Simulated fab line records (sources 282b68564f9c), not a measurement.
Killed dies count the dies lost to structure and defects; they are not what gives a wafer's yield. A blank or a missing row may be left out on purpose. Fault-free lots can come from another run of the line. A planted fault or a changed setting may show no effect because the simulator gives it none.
What tool caused it? | flow rit-cmos | 14 lots with 42 wafers sampled at 5 steps, on a route of 202 steps

WHAT THE GAUGES SHOWED, per wafer
RIT_ACTIVE_THK_MEAS_02.
lot  | measured    | on            | ACTIVE_OXIDE_THK (nm)
L103 | day 1 13:30 | film-metro-01 | 44.8 44.7 44.6
L104 | day 1 17:59 | film-metro-01 | 45.1 44.9 45.2
L106 | day 2 03:22 | film-metro-01 | 43.9 42.7 43.5
L108 | day 2 13:03 | film-metro-02 | 44.2 43.7 44.2
L109 | day 2 19:16 | film-metro-04 | 45.8 45.1 45.2
L110 | day 2 23:51 | film-metro-02 | 44.8 44.0 44.6
L111 | day 3 06:45 | film-metro-04 | 44.4 44.0 44.1
L113 | day 3 18:22 | film-metro-04 | 44.4 44.7 44.1
L115 | day 4 04:59 | film-metro-04 | 45.3 45.2 45.9
L120 | day 5 03:22 | film-metro-01 | 43.3 43.7 44.3
L121 | day 5 11:26 | film-metro-01 | 45.4 46.0 45.8
L123 | day 5 17:00 | film-metro-01 | 46.7 45.9 45.8
L124 | day 6 02:39 | film-metro-02 | 44.6 43.9 44.2
L126 | day 6 07:40 | film-metro-01 | 43.5 43.8 43.8

RIT_ACTIVE_CD_MEAS_11: target cd 1400 nm.
lot  | measured    | on        | cd-nm (nm)
L103 | day 1 16:50 | cd-sem-01 | 1402.0 1401.3 1402.3
L104 | day 1 21:05 | cd-sem-02 | 1399.3 1401.0 1402.2
L106 | day 2 06:29 | cd-sem-02 | 1399.4 1397.4 1398.6
L108 | day 2 15:26 | cd-sem-02 | 1398.4 1399.8 1400.1
L109 | day 2 22:22 | cd-sem-01 | 1402.9 1402.8 1402.0
L110 | day 3 02:16 | cd-sem-02 | 1398.8 1396.3 1400.2
L111 | day 3 09:08 | cd-sem-02 | 1403.0 1403.0 1402.6
L113 | day 3 20:53 | cd-sem-02 | 1405.9 1409.1 1407.2
L115 | day 4 07:22 | cd-sem-02 | 1406.3 1408.0 1409.3
L120 | day 5 05:53 | cd-sem-02 | 1401.5 1400.8 1401.9
L121 | day 5 14:14 | cd-sem-02 | 1399.8 1401.3 1400.4
L123 | day 5 19:23 | cd-sem-02 | 1400.7 1400.2 1400.1
L124 | day 6 05:03 | cd-sem-02 | 1402.6 1400.9 1399.2
L126 | day 6 12:25 | cd-sem-02 | 1398.9 1397.2 1399.2

RIT_FOX2_THK_MEAS_91.
lot  | measured    | on            | FIELD_OXIDE_LEFT_2_THK (nm)
L103 | day 2 11:37 | film-metro-03 | 251 254 244
L104 | day 2 15:44 | film-metro-02 | 249 249 250
L106 | day 3 00:19 | film-metro-03 | 246 248 247
L108 | day 3 13:02 | film-metro-03 | 251 248 250
L109 | day 3 20:55 | film-metro-03 | 241 236 241
L110 | day 4 03:25 | film-metro-03 | 238 236 241
L111 | day 4 12:57 | film-metro-02 | 237 236 240
L113 | day 5 03:51 | film-metro-01 | 245 244 248
L115 | day 5 10:52 | film-metro-01 | 245 247 242
L120 | day 6 04:36 | film-metro-02 | 236 232 238
L121 | day 6 19:32 | film-metro-01 | 229 221 228
L123 | day 6 20:02 | film-metro-03 | 235 236 235
L124 | day 7 05:56 | film-metro-01 | 244 238 246
L126 | day 7 09:44 | film-metro-03 | 228 231 228

EACH LOT AND THE TOOL THAT RAN IT (in order: tool; ch and the chambers of the sampled wafers; start)
lot  | RIT_ACTIVE_DEVELOP_10            | RIT_NWELL_STRIP_09
L103 | litho-track-03 ch 0, day 1 16:00 | plasma-asher-03 ch 0,1, day 2 00:29
L104 | litho-track-04 ch 0, day 1 20:00 | plasma-asher-01 ch 0,1, day 2 03:50
L106 | litho-track-03 ch 0, day 2 06:00 | plasma-asher-04 ch 0,1, day 2 13:04
L108 | litho-track-02 ch 0, day 2 15:00 | plasma-asher-01 ch 0,1, day 2 23:36
L109 | litho-track-02 ch 0, day 2 22:00 | plasma-asher-03 ch 0,1, day 3 06:35
L110 | litho-track-04 ch 0, day 3 02:00 | plasma-asher-03 ch 0,1, day 3 14:14
L111 | litho-track-03 ch 0, day 3 09:00 | plasma-asher-03 ch 0,1, day 3 23:02
L113 | litho-track-04 ch 0, day 3 20:00 | plasma-asher-01 ch 0,1, day 4 13:37
L115 | litho-track-04 ch 0, day 4 07:00 | plasma-asher-03 ch 0,1, day 4 21:46
L120 | litho-track-03 ch 0, day 5 05:00 | plasma-asher-04 ch 0,1, day 5 16:06
L121 | litho-track-02 ch 0, day 5 14:00 | plasma-asher-03 ch 0,1, day 6 04:45
L123 | litho-track-03 ch 0, day 5 19:00 | plasma-asher-01 ch 0,1, day 6 07:14
L124 | litho-track-03 ch 0, day 6 04:00 | plasma-asher-04 ch 1, day 6 17:27
L126 | litho-track-03 ch 0, day 6 12:00 | plasma-asher-03 ch 0,1, day 6 21:04
- RIT_ACTIVE_DEVELOP_10: develop time 50 s.
- RIT_NWELL_STRIP_09: strips in O2, time 180 s.

AS READ BY THE TOOLS THEMSELVES (means over the sampled wafers that have a number; for cases with no such wafer, the mark the record gives instead)
RIT_ACTIVE_DEVELOP_10.
lot  | tool           | developer-temp-C (C)
L103 | litho-track-03 | 23.02
L104 | litho-track-04 | 22.96
L106 | litho-track-03 | 22.83
L108 | litho-track-02 | 23.04
L109 | litho-track-02 | 23.02
L110 | litho-track-04 | 23.02
L111 | litho-track-03 | 22.98
L113 | litho-track-04 | 25.17
L115 | litho-track-04 | 25.18
L120 | litho-track-03 | 22.96
L121 | litho-track-02 | 23.10
L123 | litho-track-03 | 22.93
L124 | litho-track-03 | 23.01
L126 | litho-track-03 | 22.97

RIT_NWELL_STRIP_09.
lot  | tool            | drypump-motor-current-A (A) | o2-flow-sccm (sccm)
L103 | plasma-asher-03 | 5.9                         | 3996
L104 | plasma-asher-01 | 5.4                         | 3999
L106 | plasma-asher-04 | 6.7                         | 3992
L108 | plasma-asher-01 | 5.4                         | 3997
L109 | plasma-asher-03 | 5.9                         | 3995
L110 | plasma-asher-03 | 5.4                         | 4008
L111 | plasma-asher-03 | 5.4                         | 4002
L113 | plasma-asher-01 | 5.4                         | 4006
L115 | plasma-asher-03 | 5.4                         | 4007
L120 | plasma-asher-04 | 6.7                         | 4000
L121 | plasma-asher-03 | 5.4                         | 3989
L123 | plasma-asher-01 | 5.4                         | 4010
L124 | plasma-asher-04 | 6.6                         | 3995
L126 | plasma-asher-03 | 5.4                         | 3985

THE ANSWER, worked out from the rows above alone
Rule: usual is defined by the lots themselves. Put in order of their means at a reading, lots are off if they are a third of the lots or fewer, leave a main group of 4 or more, and stand apart from it by a gap of 3 or more times the standard deviation of the main group's means; of several such gaps the widest counts. A main group whose means are all the same, to the digits that the tables above print for the reading, isn't used. A lot without any number at a reading at which 4 lots or more have one is off too. All remaining lots with rows at the step are treated as sound. First the gauges in route order, then the tools' own readings, where a lot's mean is used as printed above. The first step at which some lot is off is used, and at that step the reading that is off furthest; a lot without a number counts as furthest.
Off, at RIT_ACTIVE_CD_MEAS_11 on cd-nm: L113, L115. Mean 1400.5 nm and standard deviation 1.5 in the main group.
A tool fits if, at a process step before that reading, it ran every lot that is off, and no sound lot after the first of them. Not tried: the gauges at RIT_ACTIVE_CD_MEAS_11; whatever is off there is also off at RIT_ACTIVE_DEVELOP_10, on other tools, and gauge error can't account for it. One fits: litho-track-04 at RIT_ACTIVE_DEVELOP_10. A fault onset in the window from L110 (day 3 02:00, its last sound lot) to L113 (day 3 20:00, its first lot off) fits.
The tool's own readings at RIT_ACTIVE_DEVELOP_10 bear it out: on the lots that are off they differ by more than 5 times the standard deviation of the sound lots' means. developer-temp-C reads 25.18 C there against 22.99 C on the sound lots.

WHAT THE SIMULATOR PUT IN
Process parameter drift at RIT_ACTIVE_DEVELOP_10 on litho-track-04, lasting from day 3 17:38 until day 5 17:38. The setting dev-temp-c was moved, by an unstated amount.
Lots struck among those shown: L113, L115. The same result came from the rule above.
